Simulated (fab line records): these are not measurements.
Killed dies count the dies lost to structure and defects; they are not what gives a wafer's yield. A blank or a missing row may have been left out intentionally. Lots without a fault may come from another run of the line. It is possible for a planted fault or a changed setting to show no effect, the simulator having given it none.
A sampling plan put to the test | flow ritCmos | each of the 31 faults these records tell of, on one fab line, judged from the records of the lots it struck
The plan is the line's own looks: the steps of the route at which a gauge or an inspection reads the wafer and doesn't change it. A look can be judged if struck wafers have a number there and the file gives its usual mean and standard deviation on fault-free wafers. Caught: the struck wafers' mean, at a look after the fault's first step, is 4 or more of those standard deviations (sigma) away from the usual mean. On the tool: the test repeated on the tool's own readings taken at the fault's steps. Another recipe on the struck wafers, or a record that is blank for them alone, also counts as caught.

## THE FAULTS, as the simulator had put them in
1. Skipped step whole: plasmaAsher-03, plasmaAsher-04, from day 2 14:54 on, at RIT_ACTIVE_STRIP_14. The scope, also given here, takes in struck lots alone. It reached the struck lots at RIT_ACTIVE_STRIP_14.
2. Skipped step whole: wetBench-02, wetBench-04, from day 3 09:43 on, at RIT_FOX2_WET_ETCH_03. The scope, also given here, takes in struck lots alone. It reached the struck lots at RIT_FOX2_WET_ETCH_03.
3. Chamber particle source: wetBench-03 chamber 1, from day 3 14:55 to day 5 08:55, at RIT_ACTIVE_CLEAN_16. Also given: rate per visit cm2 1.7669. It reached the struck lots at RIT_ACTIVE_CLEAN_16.
4. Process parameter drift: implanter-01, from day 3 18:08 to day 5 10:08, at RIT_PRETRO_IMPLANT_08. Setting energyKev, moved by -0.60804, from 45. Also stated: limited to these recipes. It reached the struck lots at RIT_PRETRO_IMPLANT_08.
5. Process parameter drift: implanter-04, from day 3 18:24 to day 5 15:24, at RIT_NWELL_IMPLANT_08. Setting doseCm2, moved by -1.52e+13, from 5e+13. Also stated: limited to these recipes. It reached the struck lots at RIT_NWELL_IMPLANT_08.
6. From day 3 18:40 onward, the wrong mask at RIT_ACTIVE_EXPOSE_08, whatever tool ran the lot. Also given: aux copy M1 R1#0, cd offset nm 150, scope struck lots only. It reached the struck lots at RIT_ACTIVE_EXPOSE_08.
7. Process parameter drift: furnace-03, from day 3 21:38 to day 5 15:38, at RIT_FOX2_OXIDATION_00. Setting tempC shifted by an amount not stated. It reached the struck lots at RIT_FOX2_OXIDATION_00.
8. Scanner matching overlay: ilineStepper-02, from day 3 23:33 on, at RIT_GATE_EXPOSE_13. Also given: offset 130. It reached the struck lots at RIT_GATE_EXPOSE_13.
9. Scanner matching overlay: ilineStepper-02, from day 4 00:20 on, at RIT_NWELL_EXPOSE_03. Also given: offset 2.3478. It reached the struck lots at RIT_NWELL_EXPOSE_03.
10. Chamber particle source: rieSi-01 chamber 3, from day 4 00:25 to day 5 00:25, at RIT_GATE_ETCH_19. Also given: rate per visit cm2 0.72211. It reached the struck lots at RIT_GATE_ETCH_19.
11. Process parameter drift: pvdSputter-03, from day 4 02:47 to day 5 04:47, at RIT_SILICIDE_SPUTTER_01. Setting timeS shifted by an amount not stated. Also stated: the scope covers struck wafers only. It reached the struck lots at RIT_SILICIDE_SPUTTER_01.
12. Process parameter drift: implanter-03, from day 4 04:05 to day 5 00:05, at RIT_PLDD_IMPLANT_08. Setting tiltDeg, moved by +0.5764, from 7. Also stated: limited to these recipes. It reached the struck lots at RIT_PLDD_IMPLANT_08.
13. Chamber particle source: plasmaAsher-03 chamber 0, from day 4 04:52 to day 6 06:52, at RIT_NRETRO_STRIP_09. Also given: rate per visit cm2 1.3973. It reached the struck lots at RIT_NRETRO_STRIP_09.
14. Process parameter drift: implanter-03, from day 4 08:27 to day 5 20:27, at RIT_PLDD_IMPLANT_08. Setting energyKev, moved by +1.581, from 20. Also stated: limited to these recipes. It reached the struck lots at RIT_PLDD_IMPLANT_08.
15. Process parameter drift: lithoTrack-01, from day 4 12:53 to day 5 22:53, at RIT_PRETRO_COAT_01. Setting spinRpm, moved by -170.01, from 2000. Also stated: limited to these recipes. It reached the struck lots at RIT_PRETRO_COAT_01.
16. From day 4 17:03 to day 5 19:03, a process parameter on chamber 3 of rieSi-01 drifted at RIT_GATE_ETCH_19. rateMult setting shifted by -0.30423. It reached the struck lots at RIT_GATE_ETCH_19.
17. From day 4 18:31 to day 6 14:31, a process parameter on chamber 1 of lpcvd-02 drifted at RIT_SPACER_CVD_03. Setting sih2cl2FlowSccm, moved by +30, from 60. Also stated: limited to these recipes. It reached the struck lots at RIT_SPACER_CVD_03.
18. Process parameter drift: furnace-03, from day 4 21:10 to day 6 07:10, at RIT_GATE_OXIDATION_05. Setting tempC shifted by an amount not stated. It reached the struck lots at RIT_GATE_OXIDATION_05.
19. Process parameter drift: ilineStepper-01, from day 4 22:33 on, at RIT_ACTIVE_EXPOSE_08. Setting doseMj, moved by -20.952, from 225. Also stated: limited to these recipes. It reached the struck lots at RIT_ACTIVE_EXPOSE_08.
20. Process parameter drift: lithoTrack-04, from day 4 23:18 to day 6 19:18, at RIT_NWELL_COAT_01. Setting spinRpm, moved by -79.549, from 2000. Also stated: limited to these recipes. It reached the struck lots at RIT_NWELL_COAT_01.
21. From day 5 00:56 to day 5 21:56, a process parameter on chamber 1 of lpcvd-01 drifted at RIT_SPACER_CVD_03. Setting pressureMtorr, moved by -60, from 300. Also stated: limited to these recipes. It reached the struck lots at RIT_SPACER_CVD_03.
22. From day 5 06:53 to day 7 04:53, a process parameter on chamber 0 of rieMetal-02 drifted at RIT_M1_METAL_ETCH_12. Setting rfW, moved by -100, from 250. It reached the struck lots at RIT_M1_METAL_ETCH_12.
23. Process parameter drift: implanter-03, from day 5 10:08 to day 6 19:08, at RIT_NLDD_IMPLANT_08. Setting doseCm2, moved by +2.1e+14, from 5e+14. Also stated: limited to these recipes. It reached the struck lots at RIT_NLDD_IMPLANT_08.
24. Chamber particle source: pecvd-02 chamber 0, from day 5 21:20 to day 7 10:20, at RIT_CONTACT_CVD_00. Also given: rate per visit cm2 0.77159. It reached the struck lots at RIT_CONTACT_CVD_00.
25. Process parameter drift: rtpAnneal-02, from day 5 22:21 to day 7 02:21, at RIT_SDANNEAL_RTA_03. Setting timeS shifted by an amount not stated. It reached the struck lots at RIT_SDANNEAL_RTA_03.
26. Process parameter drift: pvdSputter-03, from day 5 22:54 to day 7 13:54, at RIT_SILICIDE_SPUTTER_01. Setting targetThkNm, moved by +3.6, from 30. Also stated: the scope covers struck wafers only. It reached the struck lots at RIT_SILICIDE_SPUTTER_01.
27. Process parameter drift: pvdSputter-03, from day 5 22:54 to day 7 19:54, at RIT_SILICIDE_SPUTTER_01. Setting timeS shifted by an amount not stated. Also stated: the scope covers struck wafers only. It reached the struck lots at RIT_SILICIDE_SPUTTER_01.
28. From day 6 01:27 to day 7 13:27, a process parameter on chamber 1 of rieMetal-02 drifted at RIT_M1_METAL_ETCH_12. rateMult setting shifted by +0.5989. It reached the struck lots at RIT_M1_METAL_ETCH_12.
29. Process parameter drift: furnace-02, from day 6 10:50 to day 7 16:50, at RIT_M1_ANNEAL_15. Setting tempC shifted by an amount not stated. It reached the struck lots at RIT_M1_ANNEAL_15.
30. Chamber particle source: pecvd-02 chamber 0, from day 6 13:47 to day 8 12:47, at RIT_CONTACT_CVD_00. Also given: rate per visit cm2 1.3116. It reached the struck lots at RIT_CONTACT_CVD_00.
31. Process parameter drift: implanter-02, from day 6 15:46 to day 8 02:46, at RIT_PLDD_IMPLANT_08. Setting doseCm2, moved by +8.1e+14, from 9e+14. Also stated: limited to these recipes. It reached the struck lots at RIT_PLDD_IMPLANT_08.

## WHAT THE PLAN SAW
fault | on the tool itself                               | first look that catches it                      | reading, sigma               | median hours from its first step to that look | hours from the fault's start to the first struck lot there | judged looks passed uncaught
1     | the tool's record is blank for the struck wafers | no look after it can be judged                  | -                            | -                                             | -                                                          | 0
2     | the tool's record is blank for the struck wafers | not the one look that can be judged after it    | -                            | -                                             | -                                                          | 1
3     | no reading that can be judged                    | none of the 2 looks that can be judged after it | -                            | -                                             | -                                                          | 2
4     | beamEnergyKeV -43 sigma                          | no look after it can be judged                  | -                            | -                                             | -                                                          | 0
5     | doseIonsCm2 -99 or beyond sigma                  | RIT_NWELL_TW_MEAS_10                            | NWELL_TW -6.5                | 0.3                                           | 4                                                          | 0
6     | no reading that can be judged                    | RIT_ACTIVE_CD_MEAS_11                           | cdNm +63                     | 0.4                                           | 3                                                          | 0
7     | tubeCenterTempC +99 or beyond sigma              | RIT_FOX2_THK_MEAS_01                            | FOX2_OXIDE_THK +7.8          | 1.3                                           | 4                                                          | 0
8     | no reading that can be judged                    | RIT_GATE_OVL_MEAS_17                            | GATE_OVL +92                 | 0.5                                           | 12                                                         | 0
9     | no reading that can be judged                    | no look after it can be judged                  | -                            | -                                             | -                                                          | 0
10    | under 2 sigma                                    | no look after it can be judged                  | -                            | -                                             | -                                                          | 0
11    | under 2 sigma                                    | RIT_SILICIDE_RS_MEAS_02                         | SILICIDE_TI_RS +99 or beyond | 0.2                                           | 14                                                         | 0
12    | tiltDeg +24 sigma                                | no look after it can be judged                  | -                            | -                                             | -                                                          | 0
13    | under 2 sigma                                    | not the one look that can be judged after it    | -                            | -                                             | -                                                          | 1
14    | beamEnergyKeV +99 or beyond sigma                | RIT_SDANNEAL_RS_MEAS_06                         | PLDD_RS -10                  | 6.5                                           | 8                                                          | 0
15    | spinSpeedRpm -99 or beyond sigma                 | not the one look that can be judged after it    | -                            | -                                             | -                                                          | 1
16    | oesProductAu -4.2 sigma                          | no look after it can be judged                  | -                            | -                                             | -                                                          | 0
17    | sih2cl2FlowSccm +99 or beyond sigma              | RIT_SPACER_THK_MEAS_04                          | SPACER_NITRIDE_THK +15       | 1.9                                           | 30                                                         | 0
18    | tubeCenterTempC +99 or beyond sigma              | RIT_GATE_THK_MEAS_07                            | GATE_OXIDE_THK +12           | 4.2                                           | 21                                                         | 0
19    | exposureDoseMJCm2 -69 sigma                      | RIT_ACTIVE_CD_MEAS_11                           | cdNm +7.8                    | 0.4                                           | 2                                                          | 0
20    | spinSpeedRpm -66 sigma                           | not the one look that can be judged after it    | -                            | -                                             | -                                                          | 1
21    | pressureMtorr -99 or beyond sigma                | RIT_SPACER_THK_MEAS_04                          | SPACER_NITRIDE_THK -6.8      | 1.9                                           | 7                                                          | 0
22    | under 2 sigma                                    | RIT_M1_CD_MEAS_90                               | cdNm +6.6                    | 0.5                                           | 10                                                         | 0
23    | doseIonsCm2 +99 or beyond sigma                  | RIT_NLDD_TW_MEAS_10                             | NLDD_TW +6.8                 | 0.3                                           | 11                                                         | 0
24    | under 2 sigma                                    | no look after it can be judged                  | -                            | -                                             | -                                                          | 0
25    | under 2 sigma                                    | RIT_SDANNEAL_RS_MEAS_04                         | PSD_RS -9.7                  | 0.1                                           | 7                                                          | 0
26    | under 2 sigma                                    | RIT_SILICIDE_RS_MEAS_02                         | SILICIDE_TI_RS -10           | 0.2                                           | 18                                                         | 0
27    | under 2 sigma                                    | RIT_SILICIDE_RS_MEAS_02                         | SILICIDE_TI_RS -10           | 0.2                                           | 7                                                          | 0
28    | under 2 sigma                                    | RIT_M1_CD_MEAS_90                               | cdNm -4.5                    | 0.7                                           | 10                                                         | 0
29    | tubeCenterTempC -99 or beyond sigma              | not the one look that can be judged after it    | -                            | -                                             | -                                                          | 1
30    | under 2 sigma                                    | no look after it can be judged                  | -                            | -                                             | -                                                          | 0
31    | doseIonsCm2 +99 or beyond sigma                  | RIT_PLDD_TW_MEAS_10                             | PLDD_TW +13                  | 0.3                                           | 2                                                          | 0
A dash: this means the fault isn't caught or the number doesn't appear in these records.

Caught at a look: 17 of 31. Caught on the tool: 17 of 31. By one or the other: 25 of 31.
Faults 1, 2, 4, 12, 15, 16, 20, 29 were caught on the tool alone.
Caught at a look alone: faults 6, 8, 11, 22, 25, 26, 27, 28.
Caught by neither: faults 3, 9, 10, 13, 24, 30.

## THINNER SAMPLING
In the worst case, this is how late the first struck lot would be measured if the look that catches a fault measured only every second or every third lot, by lot number:
fault | struck lots at that look, in order of time | every lot | every second lot | every third lot
5     | L619, L623                                 | 4 h       | may miss all 2   | may miss all 2
6     | L926                                       | 3 h       | may miss it      | may miss it
7     | L555, L558, L559                           | 4 h       | 26 h             | may miss all 3
8     | L988, L989, L990                           | 12 h      | 17 h             | 22 h
11    | L388                                       | 14 h      | may miss it      | may miss it
14    | L378, L379, L380                           | 8 h       | 18 h             | 23 h
17    | L586, L588                                 | 30 h      | may miss all 2   | may miss all 2
18    | L709, L710                                 | 21 h      | 26 h             | may miss all 2
19    | L164, L165, L167, L168                     | 2 h       | 6 h              | may miss all 4
21    | L117                                       | 7 h       | may miss it      | may miss it
22    | L851, L854                                 | 10 h      | 29 h             | may miss all 2
23    | L574, L578                                 | 11 h      | may miss all 2   | may miss all 2
25    | L483, L485                                 | 7 h       | may miss all 2   | may miss all 2
26    | L380                                       | 18 h      | may miss it      | may miss it
27    | L488, L490                                 | 7 h       | may miss all 2   | may miss all 2
28    | L427, L429                                 | 10 h      | may miss all 2   | may miss all 2
31    | L157, L158                                 | 2 h       | 9 h              | may miss all 2
Hours are from the fault's start to the first struck lot that is measured. Since the struck wafers were tested as one group against 4 sigma, a single lot by itself may lie under the limit. Other struck lots may not be in these records.

## THE LONGEST TIMED WAY FROM STEP TO LOOK
Fault 14: a median of 6.5 hours passes between RIT_PLDD_IMPLANT_08 and RIT_SDANNEAL_RS_MEAS_06. No look between them can be judged.
